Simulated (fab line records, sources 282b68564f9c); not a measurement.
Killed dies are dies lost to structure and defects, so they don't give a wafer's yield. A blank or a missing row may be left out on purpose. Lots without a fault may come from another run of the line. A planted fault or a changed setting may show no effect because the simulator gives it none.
fab line records | flow rit_cmos
record lots=6 wafers=18 last_day=7
route steps=202 shown NLDD@110 PLDD@114 SPACER@126 NSD@131 PSD@142 M1@202
lots that met no fault: from a run of the same line without faults
start_h: hours from the record's first day to the start of the lot's first wafer shown | wait_h: hours since the lot's step before | " the same as in the row above | L1.1+2: a row that stands for several wafers | - no value, or no start given | * or withheld: withheld | < > ~ a bound
route shown NAME@n: a module of which the file shows steps, and the number in the route of the first | usual: mean/standard deviation of fault-free wafers | same: alike in all rows | chamber/n: place in a boat | sites: the reading at each site | _std_site: their standard deviation | _edge_site: outer sites' mean less inner sites' | radius_mm: how far each site lies from the wafer's centre | mask NAME#n: copy n | behind: the tool/chamber that last shaped the wafer | hold: why the lot was held/for how many hours/how that ended | device: the transistor (n, p or np) that didn't switch | end of line: the same wafers' tests at the end of the route | a step without rows: its recipe alone | killed: dies lost to structure and defects at the first sort, not the wafer's yield | map: a wafer's dies, x killed, . not, _ none there
set.NAME: the setting as run; set.NAME@STEP: as run at that earlier step | model.NAME: the simulator's own value behind a step, which no gauge read
lots at some steps of the route; a table a step, a row a wafer
services: from which hour (start_h, from the record's first day; less than 0 if before it) a tool's chamber was out of use, for how many hours, and why
## steps
# step RIT_NLDD_HARDBAKE_07
# recipe resist=NOVOLAK temp_c=140 time_s=60
# step RIT_NLDD_IMPLANT_08
# recipe species=P energy_kev=20 dose_cm2=5e+14 tilt_deg=7
# step RIT_NLDD_STRIP_09
# recipe chemistry=O2 time_s=180 resist=NOVOLAK platen_temp_c=withheld power_w=500 pressure_mtorr=4000 o2_flow_sccm=4000
# usual drypump_motor_current_A=6.0/0.59 o2_flow_sccm=4000/15
# columns lot.wafer tool chamber start_h wait_h drypump_motor_current_A o2_flow_sccm rf_hours_counter_h
L332.3 plasma_asher-04 1 41.35 0.1 5.2 4021 -
L332.4 " 0 " " 6.3 3981 -
L332.6 " 0 " " 6.3 3994 -
L333.1 plasma_asher-04 0 47.59 0.1 6.3 3999 43
L333.3 " 1 " " 5.2 3998 -
L333.4 " 0 " " 6.3 4011 -
L335.2 plasma_asher-02 1 58.20 0.1 6.6 3987 25
L335.3 " 0 " " 6.1 4003 -
L335.4 " 1 " " 6.6 4002 -
L352.4 plasma_asher-02 0 145.18 0.1 6.2 4002 -
L352.5 " 0 " " 6.2 4023 -
L352.6 " 1 " " 6.6 4005 -
L353.1 plasma_asher-04 0 147.64 0.1 6.3 3990 3
L353.2 " 1 " " 5.1 3995 3
L353.3 " 1 " " 5.1 4005 -
L354.1 plasma_asher-04 0 151.75 0.1 6.3 3994 4
L354.5 " 0 " " 6.3 3977 -
L354.6 " 1 " " 5.2 3977 -
# step RIT_NLDD_TW_MEAS_10
# usual NLDD_TW=2525/17
# columns lot.wafer tool chamber start_h wait_h NLDD_TW
L332.3 film_metro-02 - 41.49 0.1 2530
L332.4 " - " " 2526
L332.6 " - " " 2530
L333.1 film_metro-02 - 47.76 0.1 2537
L333.3 " - " " 2524
L333.4 " - " " 2533
L335.2 film_metro-02 - 58.39 0.1 2527
L335.3 " - " " 2520
L335.4 " - " " 2509
L352.4 film_metro-04 - 145.32 0.1 2540
L352.5 " - " " 2542
L352.6 " - " " 2534
L353.1 film_metro-02 - 147.81 0.1 2523
L353.2 " - " " 2543
L353.3 " - " " 2519
L354.1 film_metro-04 - 151.92 0.1 2530
L354.5 " - " " 2539
L354.6 " - " " 2539
# step RIT_PLDD_HMDS_00
# recipe prime_time_s=60 prime_temp_c=140
# step RIT_PLDD_COAT_01
# recipe resist=NOVOLAK spin_rpm=3250 resist_thk_nm=1000
# step RIT_PLDD_SOFTBAKE_02
# recipe resist=NOVOLAK temp_c=90 time_s=60
# step RIT_PLDD_EXPOSE_03
# recipe mask_id=M8 na=0.57 target_cd_nm=40900 dose_mj=250
# step RIT_PLDD_PEB_04
# recipe resist=NOVOLAK temp_c=withheld time_s=withheld
# step RIT_PLDD_DEVELOP_05
# recipe resist=NOVOLAK develop_time_s=50 dev_temp_c=23
# step RIT_PLDD_OVL_MEAS_06
# usual PLDD_OVL=0.6/1.3
# columns lot.wafer tool chamber start_h wait_h PLDD_OVL[nm]
L332.3 overlay-01 - 42.59 - 2.4
L332.4 " - " " 2.4
L332.6 " - " " 2.2
L333.1 overlay-01 - 48.67 - 3.3
L333.3 " - " " 0.0
L333.4 " - " " -0.4
L335.2 overlay-02 - 59.42 - -0.1
L335.3 " - " " 0.2
L335.4 " - " " -1.1
L352.4 overlay-01 - 146.55 - 0.3
L352.5 " - " " 0.2
L352.6 " - " " 0.3
L353.1 overlay-02 - 148.85 - 1.4
L353.2 " - " " 1.1
L353.3 " - " " 1.3
L354.1 overlay-01 - 152.98 - 0.6
L354.5 " - " " -0.4
L354.6 " - " " -0.2
# step RIT_PLDD_HARDBAKE_07
# recipe resist=NOVOLAK temp_c=140 time_s=60
# step RIT_PLDD_IMPLANT_08
# recipe species=BF2 energy_kev=20.28 dose_cm2=9e+14 tilt_deg=7
# usual dose_ions_cm2=9e+14/1e+12 end_station_pressure_torr=7.3e-06/3.9e-07 faraday_current_uA=2816/55
# columns lot.wafer tool chamber start_h wait_h dose_ions_cm2 end_station_pressure_torr faraday_current_uA
L332.3 implanter-03 0 42.81 0.1 8.997e+14 7e-06 2867
L332.4 " 0 " " 8.99e+14 7.4e-06 2828
L332.6 " 0 " " 9e+14 7.6e-06 2840
L333.1 implanter-01 0 48.86 0.1 8.992e+14 7.2e-06 2845
L333.3 " 0 " " 9.004e+14 7.4e-06 2887
L333.4 " 0 " " 9.008e+14 7.1e-06 2837
L335.2 implanter-03 0 59.62 0.1 8.997e+14 7.3e-06 2814
L335.3 " 0 " " 8.996e+14 7.5e-06 2804
L335.4 " 0 " " 9.005e+14 7.3e-06 2774
L352.4 implanter-03 0 146.79 0.1 1.4408e+15 8.5e-06 4470
L352.5 " 0 " " 1.4401e+15 8.5e-06 4576
L352.6 " 0 " " 1.4399e+15 7.6e-06 4471
L353.1 implanter-03 0 149.03 0.1 1.4395e+15 8.9e-06 4557
L353.2 " 0 " " 1.4396e+15 9.1e-06 4374
L353.3 " 0 " " 1.4384e+15 8.5e-06 4499
L354.1 implanter-02 0 153.16 0.1 9.002e+14 7.1e-06 2768
L354.5 " 0 " " 9.017e+14 6.9e-06 2845
L354.6 " 0 " " 9.021e+14 7e-06 2804
# step RIT_PLDD_STRIP_09
# recipe chemistry=O2 time_s=180 resist=NOVOLAK platen_temp_c=withheld power_w=500 pressure_mtorr=4000 o2_flow_sccm=4000
# usual drypump_motor_current_A=5.8/0.67 o2_flow_sccm=3999/11
# columns lot.wafer tool chamber start_h wait_h drypump_motor_current_A o2_flow_sccm rf_hours_counter_h
L332.3 plasma_asher-01 1 42.97 0.1 5.6 3991 -
L332.4 " 0 " " 6.8 4001 -
L332.6 " 1 " " 5.6 3997 -
L333.1 plasma_asher-03 0 49.01 0.1 6.2 3974 39
L333.3 " 0 " " 6.2 3988 -
L333.4 " 1 " " 4.9 3977 -
L335.2 plasma_asher-02 1 59.75 0.1 6.5 4004 25
L335.3 " 1 " " 6.6 3990 -
L335.4 " 0 " " 6.2 4001 -
L352.4 plasma_asher-02 1 146.92 0.1 6.6 4012 -
L352.5 " 1 " " 6.6 4021 -
L352.6 " 0 " " 6.1 3996 -
L353.1 plasma_asher-01 1 149.18 0.1 5.6 3997 51
L353.2 " 0 " " 6.7 3994 51
L353.3 " 0 " " 6.7 3999 -
L354.1 plasma_asher-01 1 153.31 0.1 5.6 4008 52
L354.5 " 1 " " 5.6 4016 -
L354.6 " 0 " " 6.7 3976 -
# step RIT_PLDD_TW_MEAS_10
# usual PLDD_TW=2393/16
# columns lot.wafer tool chamber start_h wait_h hold PLDD_TW
L332.3 film_metro-04 - 43.11 0.1 - 2401
L332.4 " - " " - 2409
L332.6 " - " " - 2424
L333.1 film_metro-03 - 49.18 0.1 - 2372
L333.3 " - " " - 2383
L333.4 " - " " - 2363
L335.2 film_metro-02 - 59.93 0.1 - 2387
L335.3 " - " " - 2399
L335.4 " - " " - 2378
L352.4 film_metro-02 - 147.07 0.1 await_dispo/0.2h/release 2649
L352.5 " - " " await_dispo/0.2h/release 2655
L352.6 " - " " await_dispo/0.2h/release 2663
L352.4 film_metro-02 - 147.30 0.2 - 2654
L352.5 " - " " - 2648
L352.6 " - " " - 2665
L353.1 film_metro-03 - 149.36 0.1 await_dispo/0.2h/release 2678
L353.2 " - " " await_dispo/0.2h/release 2661
L353.3 " - " " await_dispo/0.2h/release 2669
L353.1 film_metro-03 - 149.59 0.2 - 2671
L353.2 " - " " - 2665
L353.3 " - " " - 2671
L354.1 film_metro-02 - 153.49 0.1 - 2386
L354.5 " - " " - 2387
L354.6 " - " " - 2391
# step RIT_SPACER_CLEAN_01
# recipe chemistry=dHF dilution=50:1 time_s=30
# step RIT_SPACER_CLEAN_02
# recipe chemistry=SC2 mix=3:3:50 time_s=600 temp_c=75 dry=n2_spin
# step RIT_SPACER_CVD_03
# recipe material=Si3N4 target_thk_nm=250 temp_c=810 precursor=SiH2Cl2/NH3 time_s=3300 pressure_mtorr=300 sih2cl2_flow_sccm=60 nh3_flow_sccm=150
# step RIT_SPACER_THK_MEAS_04
# recipe reads=Si3N4_of_SPACER_CVD_03
# usual SPACER_NITRIDE_THK=250.3/2.4
# columns lot.wafer tool chamber start_h wait_h SPACER_NITRIDE_THK[nm]
L332.3 film_metro-01 - 45.64 0.0 248.8
L332.4 " - " " 249.7
L332.6 " - " " 247.0
L333.1 film_metro-03 - 52.05 0.0 248.4
L333.3 " - " " 250.1
L333.4 " - " " 250.3
L335.2 film_metro-01 - 62.48 0.0 254.1
L335.3 " - " " 255.2
L335.4 " - " " 254.3
L353.1 film_metro-04 - 154.62 0.0 248.3
L353.2 " - " " 251.4
L353.3 " - " " 250.2
L352.4 film_metro-04 - 155.01 0.1 245.7
L352.5 " - " " 247.9
L352.6 " - " " 245.5
L354.1 film_metro-03 - 156.79 0.0 248.1
L354.5 " - " " 249.2
L354.6 " - " " 246.3
# step RIT_SPACER_ETCHBACK_05
# recipe target_depth_a=2500 SF6_flow_sccm=30 CHF3_flow_sccm=30 target=Si3N4 chemistry=SF6/CHF3 pressure_mtorr=40 rf_w=250 time_s=240 stop_on=SiO2
# usual drypump_motor_current_A=5.8/0.68 oes_product_au=0.840/0.015 rf_fwd_power_W=249.3/0.73 throttle_valve_pct=10.23/0.13
# columns lot.wafer tool chamber start_h wait_h drypump_motor_current_A oes_product_au rf_fwd_power_W rf_hours_counter_h throttle_valve_pct
L332.3 rie_diel-01 0 45.68 0.0 5.2 0.851 248.4 157 10.08
L332.4 " 3 " " 6.4 0.867 248.2 22 10.14
L332.6 " 1 " " 6.6 0.831 248.3 - 10.25
L333.1 rie_diel-01 3 52.11 0.1 6.4 0.860 249.2 22 10.15
L333.3 " 0 " " 5.1 0.855 250.7 157 10.07
L333.4 " 2 " " 5.2 0.818 250.0 18 10.34
L335.2 rie_diel-01 3 62.53 0.0 6.4 0.880 247.9 23 10.16
L335.3 " 0 " " 5.2 0.872 250.0 158 10.09
L335.4 " 2 " " 5.2 0.830 248.6 18 10.32
L353.1 rie_diel-04 2 154.68 0.1 5.3 0.837 251.1 107 10.45
L353.2 " 1 " " 4.7 0.843 248.4 74 10.30
L353.3 " 3 " " 6.4 0.832 248.8 4 9.94
L352.4 rie_diel-01 0 155.04 0.0 5.2 0.833 249.5 0 10.12
L352.5 " 2 " " 5.2 0.819 248.7 - 10.34
L352.6 " 1 " " 6.6 0.831 250.0 - 10.25
L354.1 rie_diel-02 0 156.85 0.1 6.5 0.834 248.8 37 10.08
L354.5 " 3 " " 6.2 0.843 249.8 - 10.25
L354.6 " 2 " " 5.7 0.846 249.6 - 10.33
# step RIT_NSD_HMDS_00
# recipe prime_time_s=60 prime_temp_c=140
# step RIT_NSD_COAT_01
# recipe resist=NOVOLAK spin_rpm=3250 resist_thk_nm=1000
# step RIT_NSD_SOFTBAKE_02
# recipe resist=NOVOLAK temp_c=90 time_s=61.69
# usual plate_sensor_t_centre_C=90.969/0.011 plate_sensor_t_edge_C=91.022/0.01
# columns lot.wafer tool chamber start_h wait_h plate_sensor_t_centre_C plate_sensor_t_edge_C
L332.3 litho_track-01 0 46.18 0.1 90.969 91.030
L332.4 " 0 " " 90.988 91.023
L332.6 " 0 " " 90.978 91.019
L333.1 litho_track-01 0 52.56 0.1 90.961 91.016
L333.3 " 0 " " 90.965 91.012
L333.4 " 0 " " 90.958 91.013
L335.2 litho_track-01 0 63.01 0.1 90.952 91.025
L335.3 " 0 " " 90.972 91.022
L335.4 " 0 " " 90.950 91.017
L353.1 litho_track-04 0 155.51 0.5 90.979 91.033
L353.2 " 0 " " 90.953 91.028
L353.3 " 0 " " 90.968 91.013
L352.4 litho_track-04 0 156.03 0.3 90.971 91.041
L352.5 " 0 " " 90.969 91.025
L352.6 " 0 " " 91.002 91.030
L354.1 litho_track-01 0 157.30 0.1 90.967 91.028
L354.5 " 0 " " 90.960 91.005
L354.6 " 0 " " 90.952 91.044
# step RIT_NSD_EXPOSE_03
# recipe mask_id=M9 na=0.57 target_cd_nm=40700 dose_mj=250
# step RIT_NSD_PEB_04
# recipe resist=NOVOLAK temp_c=withheld time_s=withheld
# step RIT_NSD_DEVELOP_05
# recipe resist=NOVOLAK develop_time_s=50 dev_temp_c=23
# step RIT_NSD_OVL_MEAS_06
# usual NSD_OVL=1.4/1.3
# columns lot.wafer tool chamber start_h wait_h NSD_OVL[nm]
L332.3 overlay-01 - 46.82 - 1.4
L332.4 " - " " -0.8
L332.6 " - " " -1.6
L333.1 overlay-01 - 53.23 - -1.5
L333.3 " - " " -1.5
L333.4 " - " " 0.1
L335.2 overlay-02 - 63.54 - 2.3
L335.3 " - " " 0.7
L335.4 " - " " 1.7
L353.1 overlay-01 - 156.24 - 0.7
L353.2 " - " " 1.3
L353.3 " - " " -1.1
L352.4 overlay-02 - 156.60 - 2.1
L352.5 " - " " 2.5
L352.6 " - " " 1.2
L354.1 overlay-02 - 157.98 - -1.0
L354.5 " - " " 1.9
L354.6 " - " " 0.9
# step RIT_NSD_HARDBAKE_07
# recipe resist=NOVOLAK temp_c=140 time_s=60
# step RIT_NSD_IMPLANT_08
# recipe species=P energy_kev=25 dose_cm2=1e+15 tilt_deg=7
# step RIT_NSD_STRIP_09
# recipe chemistry=O2 time_s=180 resist=NOVOLAK platen_temp_c=withheld power_w=500 pressure_mtorr=4000 o2_flow_sccm=4000
# step RIT_NSD_TW_MEAS_10
# usual NSD_TW=3166/20
# columns lot.wafer tool chamber start_h wait_h NSD_TW
L332.3 film_metro-03 - 47.34 0.1 3131
L332.4 " - " " 3128
L332.6 " - " " 3129
L333.1 film_metro-02 - 53.74 0.1 3145
L333.3 " - " " 3160
L333.4 " - " " 3178
L335.2 film_metro-04 - 64.05 0.1 3192
L335.3 " - " " 3215
L335.4 " - " " 3177
L353.1 film_metro-02 - 156.75 0.1 3165
L353.2 " - " " 3162
L353.3 " - " " 3155
L352.4 film_metro-02 - 157.14 0.1 3169
L352.5 " - " " 3163
L352.6 " - " " 3184
L354.1 film_metro-03 - 158.49 0.1 3148
L354.5 " - " " 3156
L354.6 " - " " 3152
# step RIT_PSD_HMDS_00
# recipe prime_time_s=60 prime_temp_c=140
# step RIT_PSD_COAT_01
# recipe resist=NOVOLAK spin_rpm=3250 resist_thk_nm=1000
# step RIT_PSD_SOFTBAKE_02
# recipe resist=NOVOLAK temp_c=90 time_s=60
# step RIT_PSD_EXPOSE_03
# recipe mask_id=M10 na=0.57 target_cd_nm=40900 dose_mj=250
# step RIT_PSD_PEB_04
# recipe resist=NOVOLAK temp_c=withheld time_s=withheld
# step RIT_PSD_DEVELOP_05
# recipe resist=NOVOLAK develop_time_s=50 dev_temp_c=23
# step RIT_PSD_OVL_MEAS_06
# usual PSD_OVL=-0.4/1.4
# columns lot.wafer tool chamber start_h wait_h PSD_OVL[nm]
L332.3 overlay-02 - 48.24 - -0.2
L332.4 " - " " 0.1
L332.6 " - " " 2.2
L333.1 overlay-02 - 54.65 - -0.2
L333.3 " - " " -0.6
L333.4 " - " " -1.4
L335.2 overlay-02 - 65.09 - -1.1
L335.3 " - " " -0.4
L335.4 " - " " -1.9
L353.1 overlay-02 - 157.86 - 2.5
L353.2 " - " " 1.4
L353.3 " - " " 1.5
L352.4 overlay-02 - 158.46 - 1.1
L352.5 " - " " 2.5
L352.6 " - " " 0.9
L354.1 overlay-02 - 159.40 - -1.7
L354.5 " - " " 1.6
L354.6 " - " " 0.9
# step RIT_PSD_HARDBAKE_07
# recipe resist=NOVOLAK temp_c=140 time_s=60
# step RIT_PSD_IMPLANT_08
# recipe species=BF2 energy_kev=27.4 dose_cm2=5e+15 tilt_deg=7
# step RIT_PSD_STRIP_09
# recipe chemistry=O2 time_s=180 resist=NOVOLAK platen_temp_c=withheld power_w=500 pressure_mtorr=4000 o2_flow_sccm=4000
# usual drypump_motor_current_A=5.9/0.66 o2_flow_sccm=4001/12
# columns lot.wafer tool chamber start_h wait_h drypump_motor_current_A o2_flow_sccm rf_hours_counter_h
L332.3 plasma_asher-01 0 48.62 0.1 6.8 4008 -
L332.4 " 1 " " 5.6 4006 -
L332.6 " 1 " " 5.6 3993 -
L333.1 plasma_asher-03 0 54.99 0.1 6.2 4019 39
L333.3 " 0 " " 6.2 4017 -
L333.4 " 1 " " 4.9 4005 -
L335.2 plasma_asher-03 0 65.42 0.1 6.2 4018 40
L335.3 " 0 " " 6.2 3999 -
L335.4 " 1 " " 4.9 4003 -
L353.1 plasma_asher-01 0 158.46 0.1 6.8 3990 52
L353.2 " 1 " " 5.6 3986 52
L353.3 " 1 " " 5.6 4002 -
L352.4 plasma_asher-03 1 158.92 0.1 4.9 3988 -
L352.5 " 0 " " 6.2 4007 -
L352.6 " 1 " " 4.8 3994 -
L354.1 plasma_asher-01 1 159.73 0.1 5.6 4006 52
L354.5 " 0 " " 6.8 3999 -
L354.6 " 1 " " 5.6 4004 -
# step RIT_SDANNEAL_RS_MEAS_06
# recipe thk_meas_gauge=four-point-probe
# usual PLDD_RS=177.8/0.49
# columns lot.wafer tool chamber start_h wait_h hold PLDD_RS[ohm/sq]
L332.3 film_metro-04 - 49.99 0.1 - 178.3
L332.4 " - " " - 178.0
L332.6 " - " " - 179.0
L333.1 film_metro-03 - 56.10 0.1 - 178.2
L333.3 " - " " - 178.8
L333.4 " - " " - 178.3
L335.2 film_metro-04 - 66.34 0.1 - 178.0
L335.3 " - " " - 177.7
L335.4 " - " " - 177.2
L353.1 film_metro-04 - 159.54 0.2 await_dispo/0.2h/release 155.7
L353.2 " - " " await_dispo/0.2h/release 155.8
L353.3 " - " " await_dispo/0.2h/release 155.7
L353.1 film_metro-04 - 159.82 0.3 - 155.6
L353.2 " - " " - 155.7
L353.3 " - " " - 155.7
L354.1 film_metro-02 - 160.63 0.1 - 178.4
L354.5 " - " " - 178.5
L354.6 " - " " - 177.9
L352.4 film_metro-04 - 161.05 0.2 await_dispo/0.2h/release 156.7
L352.5 " - " " await_dispo/0.2h/release 156.7
L352.6 " - " " await_dispo/0.2h/release 156.7
L352.4 film_metro-04 - 161.33 0.3 - 156.9
L352.5 " - " " - 156.4
L352.6 " - " " - 156.6
# step RIT_M1_PROBE_99
# usual killed_at_M0_to_M3=0.1/0.34 killed_at_contacts=0.1/0.26 killed_at_front_end=7/3.1 killed_dies=7/3.1 killed_on_rim=1.9/1.5 killed_open=3.5/1.9 killed_short=3.4/2.1
# same gross_dies=264 killed_at_M4_up=0 killed_at_back_side=0 killed_at_other=0
# columns lot.wafer tool chamber start_h wait_h killed_at_M0_to_M3 killed_at_contacts killed_at_front_end killed_dies killed_on_rim killed_open killed_short
L332.3 prober-01 - 58.55 0.2 0 1 5 6 3 3 3
L332.4 prober-01 - 58.60 0.2 0 0 2 2 0 1 1
L332.6 prober-01 - 58.70 0.2 0 0 8 8 1 5 3
L333.1 prober-01 - 63.74 0.1 0 0 2 2 1 0 2
L333.3 prober-01 - 63.84 0.2 0 0 7 7 4 5 2
L333.4 prober-01 - 63.89 0.2 1 0 8 9 5 5 3
L335.2 prober-01 - 74.32 0.1 0 0 7 7 1 6 1
L335.3 prober-01 - 74.37 0.2 0 0 1 1 1 1 0
L335.4 prober-01 - 74.42 0.2 0 0 8 8 1 5 3
L354.1 prober-02 - 168.31 0.1 1 0 7 8 2 5 3
L354.5 prober-02 - 168.51 0.2 0 0 4 4 1 3 1
L354.6 prober-02 - 168.56 0.2 0 0 7 7 1 4 3
L352.4 prober-02 - 171.88 0.2 0 0 9 9 1 4 5
L352.5 prober-02 - 171.93 0.2 0 0 8 8 1 3 5
L352.6 prober-02 - 171.98 0.2 0 0 9 9 2 4 5
# killed by level:class
L332.3 SILICIDE:geometric_particle:short=2 SPACER:geometric_particle:short=1 SPACER:geometric_particle:open=1 SILICIDE:geometric_particle:open=1 CONTACT:geometric_particle:open=1
L332.4 GATE:geometric_particle:short=1 SILICIDE:geometric_particle:open=1
L332.6 FOX1:geometric_particle:open=3 GATE:geometric_particle:short=2 GATE:geometric_particle:open=1 REOX:geometric_particle:short=1 SPACER:geometric_particle:open=1
L333.1 GATE:geometric_particle:short=1 REOX:geometric_particle:short=1
L333.3 GATE:geometric_particle:open=2 FOX2:geometric_particle:open=1 FOX2:geometric_particle:short=1 GATE:geometric_particle:short=1 REOX:geometric_particle:open=1 SPACER:geometric_particle:open=1
L333.4 REOX:geometric_particle:open=2 SPACER:geometric_particle:open=2 FOX1:geometric_particle:short=1 M1:coat_microbubble_printed=1 FOX2:geometric_particle:open=1 GATE:geometric_particle:short=1 REOX:geometric_particle:short=1
L335.2 GATE:geometric_particle:open=3 SILICIDE:geometric_particle:open=3 GATE:geometric_particle:short=1
L335.3 GATE:geometric_particle:open=1
L335.4 GATE:geometric_particle:short=3 GATE:geometric_particle:open=2 REOX:geometric_particle:open=2 SPACER:geometric_particle:open=1
L354.1 SPACER:geometric_particle:open=4 FOX2:geometric_particle:open=1 FOX2:geometric_particle:short=1 GATE:geometric_particle:short=1 M1:geometric_particle:short=1
L354.5 GATE:geometric_particle:short=1 REOX:geometric_particle:open=1 SPACER:geometric_particle:open=1 SILICIDE:geometric_particle:open=1
L354.6 GATE:geometric_particle:short=2 GATE:geometric_particle:open=2 FOX1:geometric_particle:short=1 FOX1:geometric_particle:open=1 REOX:geometric_particle:open=1
L352.4 GATE:geometric_particle:short=3 FOX1:geometric_particle:open=2 REOX:geometric_particle:short=2 REOX:geometric_particle:open=1 FOX2:geometric_particle:open=1
L352.5 GATE:geometric_particle:short=3 FOX2:geometric_particle:short=2 GATE:geometric_particle:open=2 ACTIVE:geometric_particle:open=1
L352.6 GATE:geometric_particle:short=3 GATE:geometric_particle:open=3 FOX2:geometric_particle:short=1 REOX:geometric_particle:open=1 SILICIDE:geometric_particle:short=1
## services
# columns tool chamber start_h hours kind
rie_diel-01 3 21.77 7.6 repair
implanter-02 - 35.10 1.8 repair
implanter-01 - 37.11 2.9 pm
plasma_asher-02 - 38.91 14.6 pm
rie_diel-01 - 39.73 0.3 repair
implanter-02 - 57.11 0.7 repair
plasma_asher-01 - 59.59 11.9 repair
implanter-03 - 68.71 3.7 repair
rie_diel-02 - 72.63 2.8 pm
implanter-03 - 74.07 4.1 repair
rie_diel-04 - 75.68 0.6 repair
rie_diel-04 1 97.35 7.6 repair
rie_diel-04 0 101.10 4.5 repair
plasma_asher-04 - 101.70 3.8 repair
rie_diel-01 0 106.33 - clean
rie_diel-01 0 106.33 22.8 scheduled_down
plasma_asher-04 - 108.75 9.0 pm
rie_diel-04 3 109.76 2.6 repair
implanter-02 - 113.31 1.8 repair
rie_diel-04 0 121.56 1.8 repair
implanter-03 - 124.08 5.0 pm
rie_diel-02 - 146.66 1.0 repair
implanter-02 - 151.44 1.1 repair
implanter-03 - 152.93 2.1 pm
## key
first_sign step=RIT_PLDD_IMPLANT_08 reading=dose_ions_cm2 direction=up sigmas=99+ usual=9e+14 struck=1.4397e+15
effect step=RIT_PLDD_IMPLANT_08 reading=faraday_current_uA direction=up sigmas=30 usual=2816 struck=4491
effect step=RIT_PLDD_TW_MEAS_10 reading=visit direction=added
effect step=RIT_PLDD_TW_MEAS_10 reading=PLDD_TW direction=up sigmas=17 usual=2393 struck=2663
effect step=RIT_SDANNEAL_RS_MEAS_06 reading=PLDD_RS direction=down sigmas=44 usual=177.8 struck=156.2
met_at RIT_PLDD_IMPLANT_08
struck_wafers L352.4,L352.5,L352.6,L353.1,L353.2,L353.3
scrapped_behind RIT_SDANNEAL_RS_MEAS_06 L353.1,L353.2,L353.3
tester_left_out L352
onset_between 59.62 146.79
fault kind=process_parameter_drift tool=implanter-03 chamber=- onset_h=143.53 steps=RIT_PLDD_IMPLANT_08 channel=dose_cm2 offset=5.4e+14 shape=step end_h=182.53 acts_in=these_recipes_only stated=9e+14
# tester_left_out: of these lots the tester's yield and bins aren't shown, on N5 and GAA mostly nor the transistor test; their killed dies are dies lost to structure and defects alone, not to doping, threshold or leakage, so they don't give the yield
